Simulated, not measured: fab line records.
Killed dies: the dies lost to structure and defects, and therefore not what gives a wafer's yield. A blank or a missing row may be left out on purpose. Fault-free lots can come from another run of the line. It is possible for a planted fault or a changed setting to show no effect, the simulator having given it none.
fab line records ; flow berkeley-cmos170
record: lots: 15; wafers: 45; last-day: 12
route steps=331 shown ACTIVE@71 GATE@143 NLDD@161 SDANNEAL@205
lots untouched by any fault: they come from a run of this same line in which no faults occurred
start-h: start of the lot's first displayed wafer, in hours after the record's first day ; wait-h: hours since the lot's step before ; " repeats the value in the row above ; L1.1+2: one row covering several wafers at once ; - no value, or no start was given ; * or withheld: withheld ; < > ~ a bound
route shown NAME@n: names a module that has steps shown in the file, with the first one's number in the route ; usual: the fault-free wafers' mean and standard deviation ; same: alike in all rows ; chamber/n: place in a boat ; sites: per-site readings ; _std_site: their standard deviation ; _edge_site: the outer-site mean with the inner-site mean subtracted ; radius-mm: how far each site lies from the wafer's centre ; mask NAME#n: copy n ; behind: the last tool/chamber to shape the wafer ; hold: what put the lot on hold/how long, in hours/how the hold closed ; device: the transistor (n, p or np) that didn't switch ; end of line: the same wafers' tests at the end of the route ; a step given without rows: its recipe and nothing more ; killed: dies lost to structure and defects at the first sort, not the wafer's yield ; map: a wafer's dies, x killed, . not, _ none there
set.NAME: the setting the step ran with; set.NAME@STEP: the setting that earlier step ran with ; model.NAME: the simulator's own value behind a step, which no gauge read
a sample of lots followed through the steps of the route, with each step as a table and each wafer as a row
services: from which hour (start-h, from the record's first day; less than 0 if before it) a tool's chamber was out of use, for how many hours, and why
== steps ==
step: UCB170_ACTIVE_PEB_11
recipe: peb-temp-c: 130; peb-time-s: withheld; resist: KrF
usual: plate-sensor-t-centre-C: 131.41/0.01; plate-sensor-t-edge-C: 131.53/0.01
lot.wafer;tool;chamber;start-h;wait-h;plate-sensor-t-centre-C;plate-sensor-t-edge-C
L303.1;litho-track-02;0;111.55;0.3;131.41;131.54
L303.2;litho-track-02;0;111.55;0.3;131.4;131.53
L303.5;litho-track-02;0;111.55;0.3;131.39;131.54
L306.3;litho-track-01;0;120.12;0.4;131.42;131.52
L306.5;litho-track-01;0;120.12;0.4;131.41;131.54
L306.6;litho-track-01;0;120.12;0.4;131.41;131.55
L305.2;litho-track-02;0;120.18;0.1;131.42;131.52
L305.4;litho-track-02;0;120.18;0.1;131.42;131.53
L305.5;litho-track-02;0;120.18;0.1;131.43;131.52
L307.1;litho-track-02;0;128.44;0.5;131.42;131.53
L307.2;litho-track-02;0;128.44;0.5;131.4;131.52
L307.6;litho-track-02;0;128.44;0.5;131.41;131.52
L308.1;litho-track-04;0;128.97;0.6;131.41;131.53
L308.2;litho-track-04;0;128.97;0.6;131.41;131.54
L308.6;litho-track-04;0;128.97;0.6;131.4;131.53
L310.1;litho-track-01;0;151.12;0.1;131.42;131.54
L310.5;litho-track-01;0;151.12;0.1;131.42;131.53
L310.6;litho-track-01;0;151.12;0.1;131.4;131.51
L312.1;litho-track-04;0;151.33;0.1;131.4;131.53
L312.3;litho-track-04;0;151.33;0.1;131.39;131.52
L312.4;litho-track-04;0;151.33;0.1;131.4;131.51
L313.2;litho-track-01;0;151.65;0.1;131.42;131.53
L313.4;litho-track-01;0;151.65;0.1;131.41;131.54
L313.5;litho-track-01;0;151.65;0.1;131.41;131.52
L315.2;litho-track-01;0;157.95;0.1;131.41;131.52
L315.3;litho-track-01;0;157.95;0.1;131.42;131.53
L315.4;litho-track-01;0;157.95;0.1;131.41;131.53
L314.3;litho-track-04;0;158.24;0.3;131.42;131.53
L314.4;litho-track-04;0;158.24;0.3;131.39;131.52
L314.6;litho-track-04;0;158.24;0.3;131.41;131.55
L316.1;litho-track-02;0;177.10;0.4;131.42;131.54
L316.2;litho-track-02;0;177.10;0.4;131.42;131.52
L316.3;litho-track-02;0;177.10;0.4;131.41;131.53
L318.3;litho-track-01;0;177.15;0.2;131.42;131.54
L318.4;litho-track-01;0;177.15;0.2;131.43;131.55
L318.6;litho-track-01;0;177.15;0.2;131.42;131.53
L317.1;litho-track-02;0;177.38;0.2;131.4;131.54
L317.2;litho-track-02;0;177.38;0.2;131.4;131.53
L317.4;litho-track-02;0;177.38;0.2;131.41;131.54
L319.3;litho-track-01;0;177.45;0.1;131.41;131.53
L319.4;litho-track-01;0;177.45;0.1;131.4;131.54
L319.6;litho-track-01;0;177.45;0.1;131.41;131.56
L323.3;litho-track-01;0;-;-;131.39;131.55
L323.4;litho-track-01;0;-;-;131.41;131.53
L323.6;litho-track-01;0;-;-;131.39;131.54
step: UCB170_GATE_CD_MEAS_90
recipe: target-cd-nm: 350
usual: cd-nm: 349.5/1.7
lot.wafer;tool;chamber;start-h;wait-h;cd-nm
L303.1;cd-sem-02;-;166.36;0.1;350.6
L303.2;cd-sem-02;-;166.36;0.1;349.3
L303.5;cd-sem-02;-;166.36;0.1;351.8
L305.2;cd-sem-02;-;169.08;0.1;349.8
L305.4;cd-sem-02;-;169.08;0.1;350.1
L305.5;cd-sem-02;-;169.08;0.1;348.8
L306.3;cd-sem-02;-;169.38;0.1;346.6
L306.5;cd-sem-02;-;169.38;0.1;349.4
L306.6;cd-sem-02;-;169.38;0.1;347.5
L308.1;cd-sem-02;-;190.40;0.1;350.4
L308.2;cd-sem-02;-;190.40;0.1;352.1
L308.6;cd-sem-02;-;190.40;0.1;351.0
L307.1;cd-sem-01;-;190.63;0.1;350.1
L307.2;cd-sem-01;-;190.63;0.1;349.4
L307.6;cd-sem-01;-;190.63;0.1;348.4
L310.1;cd-sem-02;-;202.25;0.1;347.9
L310.5;cd-sem-02;-;202.25;0.1;348.8
L310.6;cd-sem-02;-;202.25;0.1;350.2
L313.2;cd-sem-02;-;202.43;0.1;349.1
L313.4;cd-sem-02;-;202.43;0.1;350.0
L313.5;cd-sem-02;-;202.43;0.1;348.7
L312.1;cd-sem-02;-;202.96;0.1;349.0
L312.3;cd-sem-02;-;202.96;0.1;348.3
L312.4;cd-sem-02;-;202.96;0.1;348.2
L314.3;cd-sem-01;-;214.29;0.1;350.6
L314.4;cd-sem-01;-;214.29;0.1;349.6
L314.6;cd-sem-01;-;214.29;0.1;350.0
L315.2;cd-sem-02;-;214.55;0.1;348.2
L315.3;cd-sem-02;-;214.55;0.1;352.6
L315.4;cd-sem-02;-;214.55;0.1;349.9
L316.1;cd-sem-02;-;227.19;0.1;347.3
L316.2;cd-sem-02;-;227.19;0.1;347.3
L316.3;cd-sem-02;-;227.19;0.1;349.4
L318.3;cd-sem-02;-;228.13;0.2;348.4
L318.4;cd-sem-02;-;228.13;0.2;348.2
L318.6;cd-sem-02;-;228.13;0.2;346.6
L317.1;cd-sem-01;-;228.28;0.3;349.0
L317.2;cd-sem-01;-;228.28;0.3;348.7
L317.4;cd-sem-01;-;228.28;0.3;348.3
L319.3;cd-sem-02;-;228.37;0.2;350.3
L319.4;cd-sem-02;-;228.37;0.2;352.4
L319.6;cd-sem-02;-;228.37;0.2;349.5
L323.3;cd-sem-01;-;255.49;0.1;350.0
L323.4;cd-sem-01;-;255.49;0.1;351.1
L323.6;cd-sem-01;-;255.49;0.1;348.0
step: UCB170_NLDD_EXPOSE_03
recipe: mask-id: NSELECT; na: 0.5; sigma-outer: 0.6; source-shape: conventional; target-cd-nm: 1200; dose-mj: 30
lot.wafer;tool;chamber;start-h;wait-h;mask
L303.1+2+5;krf-scanner-02;0;170.28;0.2;NSELECT#0
L305.2+4+5;krf-scanner-02;0;172.95;0.1;NSELECT#0
L306.3+5+6;krf-scanner-02;0;173.12;0.1;NSELECT#0
L308.1+2+6;krf-scanner-01;0;193.03;0.2;NSELECT#0
L307.1+2+6;krf-scanner-01;0;193.72;0.4;NSELECT#0
L310.1+5+6;krf-scanner-02;0;206.24;0.2;NSELECT#0
L313.2+4+5;krf-scanner-01;0;206.91;0.2;NSELECT#0
L312.1+3+4;krf-scanner-01;0;209.12;0.1;NSELECT#0
L314.3+4+6;krf-scanner-01;0;217.22;0.1;NSELECT#0
L315.2+3+4;krf-scanner-02;0;217.53;0.2;NSELECT#0
L316.1+2+3;krf-scanner-02;0;232.14;0.1;NSELECT#0
L318.3+4+6;krf-scanner-02;0;232.37;0.1;NSELECT#0
L317.1+2+4;krf-scanner-02;0;232.61;0.1;NSELECT#0
L319.3+4+6;krf-scanner-01;0;233.02;0.2;NSELECT#0
L323.3+4+6;krf-scanner-01;0;258.96;0.5;NSELECT#0
step: UCB170_NLDD_OVL_MEAS_07
usual: NLDD_OVL: -2/4
lot.wafer;tool;chamber;start-h;wait-h;NLDD_OVL[nm]
L303.1;overlay-01;-;171.29;0.1;2
L303.2;overlay-01;-;171.29;0.1;-1
L303.5;overlay-01;-;171.29;0.1;5
L305.2;overlay-02;-;173.55;0.1;-5
L305.4;overlay-02;-;173.55;0.1;-3
L305.5;overlay-02;-;173.55;0.1;-4
L306.3;overlay-01;-;173.79;0.1;-2
L306.5;overlay-01;-;173.79;0.1;-2
L306.6;overlay-01;-;173.79;0.1;-1
L308.1;overlay-01;-;193.75;0.1;-2
L308.2;overlay-01;-;193.75;0.1;1
L308.6;overlay-01;-;193.75;0.1;2
L307.1;overlay-01;-;194.60;0.1;-3
L307.2;overlay-01;-;194.60;0.1;-2
L307.6;overlay-01;-;194.60;0.1;-2
L310.1;overlay-02;-;207.16;0.1;-1
L310.5;overlay-02;-;207.16;0.1;-2
L310.6;overlay-02;-;207.16;0.1;5
L313.2;overlay-01;-;208.35;0.1;-1
L313.4;overlay-01;-;208.35;0.1;-9
L313.5;overlay-01;-;208.35;0.1;0
L312.1;overlay-02;-;209.69;0.1;-5
L312.3;overlay-02;-;209.69;0.1;-4
L312.4;overlay-02;-;209.69;0.1;-4
L314.3;overlay-01;-;217.86;0.1;1
L314.4;overlay-01;-;217.86;0.1;5
L314.6;overlay-01;-;217.86;0.1;-1
L315.2;overlay-02;-;218.03;0.1;-4
L315.3;overlay-02;-;218.03;0.1;-3
L315.4;overlay-02;-;218.03;0.1;-1
L316.1;overlay-01;-;233.00;0.1;170
L316.2;overlay-01;-;233.00;0.1;176
L316.3;overlay-01;-;233.00;0.1;173
L318.3;overlay-02;-;233.27;0.1;175
L318.4;overlay-02;-;233.27;0.1;176
L318.6;overlay-02;-;233.27;0.1;177
L317.1;overlay-01;-;233.34;0.1;182
L317.2;overlay-01;-;233.34;0.1;172
L317.4;overlay-01;-;233.34;0.1;171
L319.3;overlay-02;-;233.54;0.1;-5
L319.4;overlay-02;-;233.54;0.1;-4
L319.6;overlay-02;-;233.54;0.1;0
L323.3;overlay-02;-;259.73;0.1;-4
L323.4;overlay-02;-;259.73;0.1;-2
L323.6;overlay-02;-;259.73;0.1;0
step: UCB170_SDANNEAL_RTA_01
recipe: temp-c: 1050; time-s: 5; ambient: N2
usual: lamp-power-pct: 39/3.7; wafer_temp_C_max: 1054.1/0.89
lot.wafer;tool;chamber;start-h;wait-h;lamp-power-pct;wafer_temp_C_max
L303.1;rtp-anneal-01;0;182.11;0.1;42;1053.8
L303.2;rtp-anneal-01;0;182.11;0.1;42;1054.9
L303.5;rtp-anneal-01;0;182.11;0.1;42;1056.2
L306.3;rtp-anneal-02;0;184.02;0.1;35;1054.0
L306.5;rtp-anneal-02;0;184.02;0.1;35;1054.6
L306.6;rtp-anneal-02;0;184.02;0.1;35;1052.9
L305.2;rtp-anneal-02;0;184.51;0.1;35;1055.1
L305.4;rtp-anneal-02;0;184.51;0.1;35;1054.6
L305.5;rtp-anneal-02;0;184.51;0.1;35;1053.8
L308.1;rtp-anneal-01;0;208.59;0.1;42;1053.1
L308.2;rtp-anneal-01;0;208.59;0.1;42;1054.9
L308.6;rtp-anneal-01;0;208.59;0.1;42;1055.1
L307.1;rtp-anneal-01;0;209.36;0.1;42;1054.1
L307.2;rtp-anneal-01;0;209.36;0.1;42;1054.0
L307.6;rtp-anneal-01;0;209.36;0.1;42;1053.4
L310.1;rtp-anneal-02;0;217.86;0.1;35;1052.3
L310.5;rtp-anneal-02;0;217.86;0.1;35;1053.2
L310.6;rtp-anneal-02;0;217.86;0.1;35;1055.1
L313.2;rtp-anneal-02;0;218.33;0.1;35;1054.6
L313.4;rtp-anneal-02;0;218.33;0.1;35;1054.2
L313.5;rtp-anneal-02;0;218.33;0.1;35;1055.0
L312.1;rtp-anneal-01;0;218.52;0.1;42;1054.6
L312.3;rtp-anneal-01;0;218.52;0.1;42;1055.2
L312.4;rtp-anneal-01;0;218.52;0.1;42;1054.3
L314.3;rtp-anneal-02;0;231.60;0.1;35;1054.0
L314.4;rtp-anneal-02;0;231.60;0.1;35;1054.4
L314.6;rtp-anneal-02;0;231.60;0.1;35;1054.1
L315.2;rtp-anneal-01;0;231.72;0.1;42;1055.1
L315.3;rtp-anneal-01;0;231.72;0.1;42;1053.9
L315.4;rtp-anneal-01;0;231.72;0.1;42;1053.9
L316.1;rtp-anneal-02;0;246.03;0.1;35;1054.2
L316.2;rtp-anneal-02;0;246.03;0.1;35;1054.3
L316.3;rtp-anneal-02;0;246.03;0.1;35;1054.1
L318.3;rtp-anneal-01;0;246.41;0.1;42;1053.8
L318.4;rtp-anneal-01;0;246.41;0.1;42;1054.0
L318.6;rtp-anneal-01;0;246.41;0.1;42;1055.5
L319.3;rtp-anneal-02;0;246.86;0.1;35;1053.7
L319.4;rtp-anneal-02;0;246.86;0.1;35;1053.5
L319.6;rtp-anneal-02;0;246.86;0.1;35;1054.6
L317.1;rtp-anneal-01;0;246.90;0.1;42;1054.1
L317.2;rtp-anneal-01;0;246.90;0.1;42;1053.3
L317.4;rtp-anneal-01;0;246.90;0.1;42;1054.1
L323.3;rtp-anneal-02;0;271.70;0.1;35;1052.8
L323.4;rtp-anneal-02;0;271.70;0.1;35;1053.2
L323.6;rtp-anneal-02;0;271.70;0.1;35;1053.1
== services ==
tool;chamber;start-h;hours;kind
krf-scanner-02;-;101.18;0.8;pm
krf-scanner-02;-;153.91;13.2;repair
krf-scanner-01;-;167.17;3.6;pm
krf-scanner-02;-;170.75;1.3;pm
krf-scanner-01;-;172.05;1.0;pm
krf-scanner-01;-;173.05;1.3;pm
rtp-anneal-02;-;223.95;0.9;pm
krf-scanner-01;-;226.34;0.8;pm
krf-scanner-02;-;245.92;1.0;pm
krf-scanner-02;-;269.98;0.8;pm
== key ==
first-sign: step: UCB170_NLDD_OVL_MEAS_07; reading: NLDD_OVL; direction: up; sigmas: 44; usual: -2; struck: 175
effect none on later readings
met-at UCB170_NLDD_EXPOSE_03
struck-lots L316,L317,L318
tester-left-out L316,L317,L318
not-acting-at UCB170_ACTIVE_PEB_11,UCB170_GATE_CD_MEAS_90,UCB170_SDANNEAL_RTA_01
fault: kind: scanner-matching-overlay; tool: krf-scanner-02; chamber: -; onset-h: 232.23; steps: UCB170_NLDD_EXPOSE_03; offset: 180
tester-left-out: of these lots the tester's yield and bins aren't shown, on N5 and GAA mostly nor the transistor test; their killed dies are dies lost to structure and defects alone, not to doping, threshold or leakage, so they don't give the yield
